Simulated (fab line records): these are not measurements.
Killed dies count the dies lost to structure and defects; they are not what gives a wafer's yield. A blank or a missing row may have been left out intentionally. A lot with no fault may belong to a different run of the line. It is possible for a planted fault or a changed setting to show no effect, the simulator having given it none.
Struck lot and sound lot, side by side    flow ritCmos    15 steps out of a route of 202
Sound: the wafers L248.1, L248.2, L248.6. Struck: wafers L256.1, L256.2, L256.6. The cause is named last.
Per side, at each step with rows, come the tool, then ch with its chambers, and then its first start. Under that, the readings that differ: sound wafers    struck wafers    difference of the means    sigmas: that difference in standard deviations of wafers without a fault.
alike: readings with means less than 2 such deviations apart, plus words and numbers identical on both sides. not compared: withheld readings, readings lacking a value on some wafer, bounds such as >300 that could conceal the same value, and numbers that have no deviation in the record and whose values overlap.
A row with sigmas, a row that says differs or no value, or rows on one side alone: a step with any of these is where the two part. Numbers that don't overlap but have no deviation are shown without sigmas and don't part them. A reading that every wafer of one side lacks parts them only if that side has two wafers or more.

first, 1 step without rows for these wafers: RIT_ACTIVE_OXIDATION_01 (target thk 46.8 nm, ox time 3360 s).
RIT_ACTIVE_THK_MEAS_02:
  sound on filmMetro-04, day 1 22:37; struck on filmMetro-01, day 3 16:08
  alike: ACTIVE_OXIDE_THK
then, 1 step without rows for these wafers: RIT_ACTIVE_CVD_03 (deposits Si3N4 from SiH2Cl2/NH3, target thk 150 nm, time 1500 s).
RIT_ACTIVE_THK_MEAS_04:
  sound on filmMetro-03, day 2 00:29; struck on filmMetro-01, day 3 18:22
  alike: ACTIVE_NITRIDE_THK
then, 6 steps without rows for these wafers: RIT_ACTIVE_HMDS_05 (prime time 60 s); RIT_ACTIVE_COAT_06 (resist thk 1000 nm); RIT_ACTIVE_SOFTBAKE_07 (time 60 s); RIT_ACTIVE_EXPOSE_08 (exposes mask M1, target cd 1400 nm); RIT_ACTIVE_PEB_09; RIT_ACTIVE_DEVELOP_10 (develop time 50 s).
RIT_ACTIVE_CD_MEAS_11: target cd 1400 nm.
  sound on cdSem-02, day 2 01:31; struck on cdSem-02, day 3 19:23
  alike: cdNm
then, 1 step without rows for these wafers: RIT_ACTIVE_HARDBAKE_12 (time 60 s).
RIT_ACTIVE_ETCH_13: etches Si3N4 in SF6, stops on SiO2, time 210 s, target depth 210 nm.
  sound on rieDiel-04 ch 1,2,3, day 2 01:47; struck on rieDiel-03 ch 1,2,3, day 3 19:40
reading                       sound                 struck                difference  sigmas
chamberPressureMTorr (mTorr)  260.18 259.78 260.05  208.12 207.90 207.84  -52.05      -99 or more
  alike: drypumpMotorCurrentA, oesProductAu, throttleValvePct
  not compared: rfHoursCounterH, model.NOVOLAK_of_ACTIVE_COAT_06.thkNm
RIT_ACTIVE_STRIP_14: strips in O2, time 180 s.
  sound on plasmaAsher-01 ch 0,1, day 2 01:55; struck on plasmaAsher-03 ch 0,1, day 3 19:47
  alike: drypumpMotorCurrentA
  not compared: rfHoursCounterH
-- the record jumps here: 2 days lie between the struck wafers' starts before and after (it left off in module ACTIVE and takes up again in module M1, whose first step shown is number 202 of the route) --
RIT_M1_PROBE_99:
  rows exist in the record for the struck wafers here (prober-01, day 5 23:17), but not for the sound ones

WHERE THEY PART
First at RIT_ACTIVE_ETCH_13; last, within this record, at RIT_M1_PROBE_99.

WHY: what had been put in by the simulator
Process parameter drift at RIT_ACTIVE_ETCH_13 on rieDiel-03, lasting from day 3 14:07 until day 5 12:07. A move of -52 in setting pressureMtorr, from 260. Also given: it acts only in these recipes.
